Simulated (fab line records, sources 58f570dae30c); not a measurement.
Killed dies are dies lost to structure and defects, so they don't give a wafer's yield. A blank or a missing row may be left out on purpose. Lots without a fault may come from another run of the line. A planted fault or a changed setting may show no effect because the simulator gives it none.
fab line records | flow berkeley_cmos170
record lots=5 wafers=23
route steps=331 shown M3@321
start_h: hours from the record's first day to the start of the lot's first wafer shown | wait_h: hours since the lot's step before | " the same as in the row above | L1.1+2: a row that stands for several wafers | - no value, or no start given | * or withheld: withheld | < > ~ a bound
route shown NAME@n: a module of which the file shows steps, and the number in the route of the first | usual: mean/standard deviation of fault-free wafers | same: alike in all rows | chamber/n: place in a boat | sites: the reading at each site | _std_site: their standard deviation | _edge_site: outer sites' mean less inner sites' | radius_mm: how far each site lies from the wafer's centre | mask NAME#n: copy n | behind: the tool/chamber that last shaped the wafer | hold: why the lot was held/for how many hours/how that ended | device: the transistor (n, p or np) that didn't switch | end of line: the same wafers' tests at the end of the route | a step without rows: its recipe alone | killed: dies lost to structure and defects at the first sort, not the wafer's yield | map: a wafer's dies, x killed, . not, _ none there
set.NAME: the setting as run; set.NAME@STEP: as run at that earlier step | model.NAME: the simulator's own value behind a step, which no gauge read
lots whose settings were changed on purpose; a table a step, a row a wafer
## steps
# step UCB170_M3_EXPOSE_12
# recipe mask_id=METAL3 target_cd_nm=700 na=0.5 sigma_outer=0.6 source_shape=conventional dose_mj=26
# columns lot.wafer tool chamber start_h wait_h mask set.dose_mj
L074.1+2 krf_scanner-01 0 163.39 - METAL3#0 25
L074.3+4+5 " 0 " " METAL3#0 26
L076.2+3+4+5+6 krf_scanner-01 0 171.68 - METAL3#0 26
L080.1+2+5 krf_scanner-01 0 197.20 - METAL3#0 25.29
L080.3+4 " 0 " " METAL3#0 26
L077.1+5 krf_scanner-01 0 197.37 - METAL3#0 26
L077.2+4+6 " 0 " " METAL3#0 24.14
L083.2+4+5 krf_scanner-02 0 204.34 - METAL3#0 26
# step UCB170_M3_PEB_13
# recipe peb_temp_c=130 peb_time_s=withheld resist=KrF
# step UCB170_M3_DEVELOP_14
# recipe developer=TMAH develop_time_s=45 resist=KrF dev_temp_c=21
# step UCB170_M3_CD_MEAS_15
# recipe target_cd_nm=700
# usual cd_nm=699.9/1.3
# columns lot.wafer tool chamber start_h wait_h set.dose_mj@M3_EXPOSE_12 cd_nm
L074.1 cd_sem-01 - 164.66 - 25 707.9
L074.2 " - " " 25 707.3
L074.3 " - " " 26 701.9
L074.4 " - " " 26 700.8
L074.5 " - " " 26 700.2
L076.2 cd_sem-01 - 172.40 - 26 699.1
L076.3 " - " " 26 699.3
L076.4 " - " " 26 698.2
L076.5 " - " " 26 699.2
L076.6 " - " " 26 699.5
L080.1 cd_sem-01 - 197.96 - 25.29 704.9
L080.2 " - " " 25.29 704.5
L080.3 " - " " 26 699.2
L080.4 " - " " 26 699.6
L080.5 " - " " 25.29 704.0
L077.1 cd_sem-01 - 198.20 - 26 701.9
L077.2 " - " " 24.14 713.9
L077.4 " - " " 24.14 713.1
L077.5 " - " " 26 700.9
L077.6 " - " " 24.14 713.9
L083.2 cd_sem-01 - 205.04 - 26 697.0
L083.4 " - " " 26 697.0
L083.5 " - " " 26 697.5
# step UCB170_M3_ETCH_17
# recipe chemistry=N2/H2 target_depth_a=withheld overetch_a=withheld target=BARC time_s=withheld source_w=500 bias_w=100 pressure_mtorr=30 n2_flow_sccm=100 h2_flow_sccm=200
# columns lot.wafer tool chamber start_h wait_h set.dose_mj@M3_EXPOSE_12 model.M3.cd_nm
L074.1 rie_diel-02 2 164.82 0.0 25 707.3
L074.2 " 0 " " 25 705.3
L074.3 " 1 " " 26 700.4
L074.4 " 3 " " 26 701.2
L074.5 " 1 " " 26 699.2
L076.2+4 rie_diel-04 2,1 172.54 0.0 26 699.7
L076.3 " 3 " " 26 699.9
L076.5 " 3 " " 26 699.4
L076.6 " 0 " " 26 699.6
L080.1 rie_diel-02 3 198.12 0.0 25.29 705.4
L080.2 " 2 " " 25.29 703.5
L080.3 " 0 " " 26 697.8
L080.4 " 1 " " 26 698.6
L080.5 " 1 " " 25.29 703.7
L077.1 rie_diel-04 1 198.36 0.0 26 702
L077.2 " 3 " " 24.14 713.3
L077.4 " 2 " " 24.14 714.2
L077.5 " 0 " " 26 701.7
L077.6 " 1 " " 24.14 714.6
L083.2 rie_diel-02 2 205.18 0.0 26 696.8
L083.4 " 1 " " 26 696.3
L083.5 " 1 " " 26 696.2
# step UCB170_M3_METAL_ETCH_18
# recipe chemistry=Cl2/BCl3 target=Al stop_on=SiO2 pressure_mtorr=12 target_depth_a=11700 over_etch_frac=0.3 time_s=195 icp_w=600 bias_w=120 Cl2_flow_sccm=90 bcl3_flow_sccm=45
# columns lot.wafer tool chamber start_h wait_h set.over_etch_frac set.dose_mj@M3_EXPOSE_12 model.M3.cd_nm
L074.1 rie_metal-01 1 164.86 - 0.3 25 701.6
L074.2 " 1 " " 0.3 25 702.1
L074.3 " 1 " " 0.3 26 696.4
L074.4+5 " 1 " " 0.3 26 694.8
L076.2 rie_metal-01 0 172.58 - 0.3 26 704
L076.3 " 1 " " 0.3 26 696.6
L076.4 " 0 " " 0.3 26 704.4
L076.5 " 0 " " 0.3 26 705
L076.6 " 1 " " 0.3 26 694.7
L080.1 rie_metal-04 0 198.16 - 0.2492 25.29 712.8
L080.2 " 1 " " 0.3 25.29 709.7
L080.3 " 0 " " 0.3 26 703.1
L080.4 " 1 " " 0.2492 26 706.8
L080.5 " 0 " " 0.3 25.29 708.9
L077.1 rie_metal-02 0 198.40 - 0.3 26 698.5
L077.2 " 1 " " 0.3 24.14 713.7
L077.4 " 1 " " 0.3 24.14 713.1
L077.5 " 0 " " 0.3 26 698.1
L077.6 " 1 " " 0.3 24.14 714.7
L083.2 rie_metal-01 0 205.22 - 0.3 26 696.5
L083.4 " 1 " " 0.3 26 692.2
L083.5 " 0 " " 0.3 26 696.3
# step UCB170_M3_STRIP_19
# recipe chemistry=O2 power_w=400 pressure_mtorr=3500 platen_temp_c=withheld o2_flow_sccm=400 overash_fraction=0.5
# step UCB170_M3_CD_MEAS_90
# recipe target_cd_nm=700
# usual cd_nm=700/4.7
# columns lot.wafer tool chamber start_h wait_h set.dose_mj@M3_EXPOSE_12 cd_nm
L074.1 cd_sem-02 - 165.37 0.1 25 701
L074.2 " - " " 25 702
L074.3 " - " " 26 697
L074.4 " - " " 26 695
L074.5 " - " " 26 695
L076.2 cd_sem-02 - 172.89 0.1 26 704
L076.3 " - " " 26 697
L076.4 " - " " 26 705
L076.5 " - " " 26 705
L076.6 " - " " 26 694
L080.1 cd_sem-01 - 198.56 0.2 25.29 713
L080.2 " - " " 25.29 710
L080.3 " - " " 26 703
L080.4 " - " " 26 707
L080.5 " - " " 25.29 709
L077.1 cd_sem-01 - 198.68 0.1 26 699
L077.2 " - " " 24.14 714
L077.4 " - " " 24.14 713
L077.5 " - " " 26 698
L077.6 " - " " 24.14 715
L083.2 cd_sem-01 - 205.53 0.1 26 696
L083.4 " - " " 26 692
L083.5 " - " " 26 696
## key
split step=UCB170_M3_EXPOSE_12 setting=dose_mj stated=26 by=wafer
response step=UCB170_M3_CD_MEAS_15 reading=cd_nm change=-1.73 per=1% r=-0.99
response step=UCB170_M3_ETCH_17 reading=model.M3.cd_nm change=-1.72 per=1% r=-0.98
response step=UCB170_M3_METAL_ETCH_18 reading=model.M3.cd_nm change=-2.06 per=1% r=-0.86
response step=UCB170_M3_CD_MEAS_90 reading=cd_nm change=-2.04 per=1% r=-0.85
split step=UCB170_M3_METAL_ETCH_18 setting=over_etch_frac stated=0.3 by=wafer
response none clear
